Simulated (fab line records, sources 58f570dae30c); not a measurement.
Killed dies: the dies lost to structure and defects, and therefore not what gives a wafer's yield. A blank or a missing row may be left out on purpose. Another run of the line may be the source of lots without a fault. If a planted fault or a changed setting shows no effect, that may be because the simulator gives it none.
Problem report in the 8D (eight disciplines) form, filled by code || flow berkeleyCmos170 || the parts of the form that need people (team, actions taken, sign-off) are left out

## 1. PROBLEM STATEMENT
Mean GATE_OXIDE_THK at UCB170_GATE_THK_MEAS_02: 4.77 nm over 9 wafers in 3 lots; fault-free wafers: 6.65 nm, standard deviation 0.12. Relative to the usual mean, that is a shift of -16 standard deviations.
The first sign was on wafer L184.1 at day 8 02:58, on filmMetro-02. At this step, 45 wafers from 15 lots have a number in the record. Rule for "out" (also "out of limits"): further than 4 standard deviations from the usual mean. Any other wafer with a number is counted as sound.

## 2. WHAT IT IS, AND WHAT IT ISN'T
{"question": "which readings at this step", "is": "GATE_OXIDE_THK", "is not": "-"}
{"question": "which lots", "is": "L182, L184, L186", "is not": "L174, L175, L176, L177, L178, L183, L188, L191, L193, L194, L195, L196"}
{"question": "which wafers of those lots", "is": "all that have a number", "is not": "-"}
{"question": "read on which gauges", "is": "filmMetro-02, filmMetro-03, filmMetro-04", "is not": "-"}
{"question": "when", "is": "from day 8 02:58", "is not": "up to then (18 sound wafers); but 18 sound wafers of L188, L191, L193, L194, L195, L196 came after"}

## 3. THE SUSPECTS, EACH WITH WHAT RULES IT OUT
Counting: a tool stays on the suspect list if, at a process step up to the reading, it processed all lots that are out and no sound lot following the first of them.
- the gauge at UCB170_GATE_THK_MEAS_02 is ruled out. 3 gauges (filmMetro-02, filmMetro-03, filmMetro-04) read the wafers that are out.
- furnace-04 at UCB170_GATE_OXIDATION_01 (target thk 6.6 nm, ox time 1800 s): kept. It ran every lot that is out, first L182 (day 8 01:28), and no sound lot after that; its last sound lot up to then is L178 (day 6 22:04). Out on those wafers are its own readings of spikeTcCentreC, spikeTcLoadC, spikeTcSourceC, tubeCenterTempC, tube_center_temp_C_max.
The count leaves furnace-04 at UCB170_GATE_OXIDATION_01.

## 4. THE CAUSE (what the simulator had put in)
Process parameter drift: furnace-04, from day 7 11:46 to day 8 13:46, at UCB170_GATE_OXIDATION_01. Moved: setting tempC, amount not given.
This tool alone remained once counting was done.

## 5. THE EFFECT CHAIN, in route order
Rows list readings where the struck wafers' mean (over those with a number) sits beyond 3 standard deviations from the usual. Only readings for which the record gives a usual standard deviation are gone through. hours: the time from each lot's start at the first step in this table that gives one to its start at this step, as a median over the lots. sigmas: the change in usual standard deviations.
{"hours": 0, "step": "UCB170_GATE_OXIDATION_01", "reading": "spikeTcCentreC", "usual": "851.7 C", "on struck wafers": 824.8, "change": -26.9, "sigmas": -17}
{"hours": 0, "step": "UCB170_GATE_OXIDATION_01", "reading": "spikeTcLoadC", "usual": "872.9 C", "on struck wafers": 847.4, "change": -25.5, "sigmas": -11}
{"hours": 0, "step": "UCB170_GATE_OXIDATION_01", "reading": "spikeTcSourceC", "usual": "874 C", "on struck wafers": 848, "change": -26, "sigmas": -6.1}
{"hours": 0, "step": "UCB170_GATE_OXIDATION_01", "reading": "tubeCenterTempC", "usual": "850 C", "on struck wafers": 824, "change": -26, "sigmas": "-99 or more"}
{"hours": 0, "step": "UCB170_GATE_OXIDATION_01", "reading": "tube_center_temp_C_max", "usual": 852.2, "on struck wafers": 825.6, "change": -26.6, "sigmas": -72}
{"hours": 0, "step": "UCB170_GATE_OXIDATION_01", "reading": "zonePowerLoadPct", "usual": "23.8 %", "on struck wafers": 22.0, "change": -1.8, "sigmas": -3.6}
{"hours": 2, "step": "UCB170_GATE_THK_MEAS_02", "reading": "GATE_OXIDE_THK", "usual": "6.65 nm", "on struck wafers": 4.77, "change": -1.88, "sigmas": -16}
Its process steps:
- UCB170_GATE_OXIDATION_01: target thk 6.6 nm, ox time 1800 s.
Later steps that measure or inspect, where all struck wafers having a row at the step show a number for every such reading and not one has moved that far: UCB170_GATE_CD_MEAS_12.

## 6. HOW IT WOULD HAVE BEEN CAUGHT EARLIER
15 hours passed between the start of the fault at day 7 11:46 and the first reading out of limits at a measuring or inspecting step in this record, taken at day 8 02:58.
The tool's own readings at UCB170_GATE_OXIDATION_01 were out on every struck wafer that the step has a row for (spikeTcCentreC, spikeTcLoadC, spikeTcSourceC, tubeCenterTempC, tube_center_temp_C_max): an alarm limit on them would have fired on the first of those.
The start of UCB170_GATE_OXIDATION_01 on furnace-04 came by day 8 02:58 for every one of the lots that are out (3). A hold on the tool at that time would have spared none of them.
